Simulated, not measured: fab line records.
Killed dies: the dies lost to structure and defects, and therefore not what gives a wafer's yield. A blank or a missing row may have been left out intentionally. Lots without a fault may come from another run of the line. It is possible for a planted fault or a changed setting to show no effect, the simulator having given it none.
Code-filled problem report in 8D (eight disciplines) form	flow berkeleyCmos170	the parts of the form that need people (team, actions taken, sign-off) are left out

1. WHAT WENT WRONG
Wafers without a fault read 0.996 a.u., standard deviation 0.013; oesProductAu at UCB170_M3_ETCH_17 reads a mean of 0.906 a.u. on 9 wafers belonging to 3 lots. Measured from the usual mean, that is -6.9 standard deviations.
The step: etches BARC in N2/H2.
First seen on wafer L473.2, day 7 19:08, on rieDiel-03. The record holds 45 wafers of 15 lots with a number at this step. The rule behind "out" and "out of limits": a value lying over 4 standard deviations away from the usual mean. The rest of the wafers with a number are treated as sound.

2. WHAT IT IS AND WHAT IT IS NOT
question	is	is not
which readings at this step	oesProductAu	drypumpMotorCurrentA, throttleValvePct
which lots	L473, L479, L481	L475, L476, L478, L486, L488, L489, L491, L492, L493, L494, L495, L496
which wafers of those lots	all that have a number	-
read on which tools	rieDiel-03	rieDiel-01, rieDiel-02
when	from day 7 19:08	up to then (6 sound wafers); but 30 sound wafers of L478, L486, L488, L489, L491, L492, L493, L494, L495, L496 came after

3. THE SUSPECTS, EACH WITH WHAT RULES IT OUT
Counting: any tool at a process step up to the reading is kept as a suspect provided that every lot that is out went through it and no sound lot did after the first of them.
- rieDiel-03 at UCB170_M3_ETCH_17 (etches BARC in N2/H2): ruled out as a lasting fault. Sound lots L489, L491, L494, L493 ran on it after its first lot that is out, L473 (day 7 19:08).
Left after counting: nothing in the record.

4. THE CAUSE (what the simulator had put in)
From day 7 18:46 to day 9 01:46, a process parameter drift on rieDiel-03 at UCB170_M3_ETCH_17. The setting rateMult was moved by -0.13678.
Counting ruled it out, wrongly.

5. THE EFFECT CHAIN, in route order
Each row: a reading where the mean over the struck wafers with a number is more than 3 standard deviations away from the usual. Only readings for which the record gives a usual standard deviation are gone through. hours: the time from each lot's start at the first step in this table that gives one to its start at this step, as a median over the lots. sigmas: the change in usual standard deviations.
hours	step	reading	usual	on struck wafers	change	sigmas
0	UCB170_M3_ETCH_17	oesProductAu	0.996 a.u.	0.906	-0.090	-6.9
Process steps it contains:
- UCB170_M3_ETCH_17: etches BARC in N2/H2.

6. WHAT WOULD HAVE CAUGHT IT SOONER
The fault began at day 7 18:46; the first out-of-limits reading in this record came at day 7 19:08, 0 hours later.
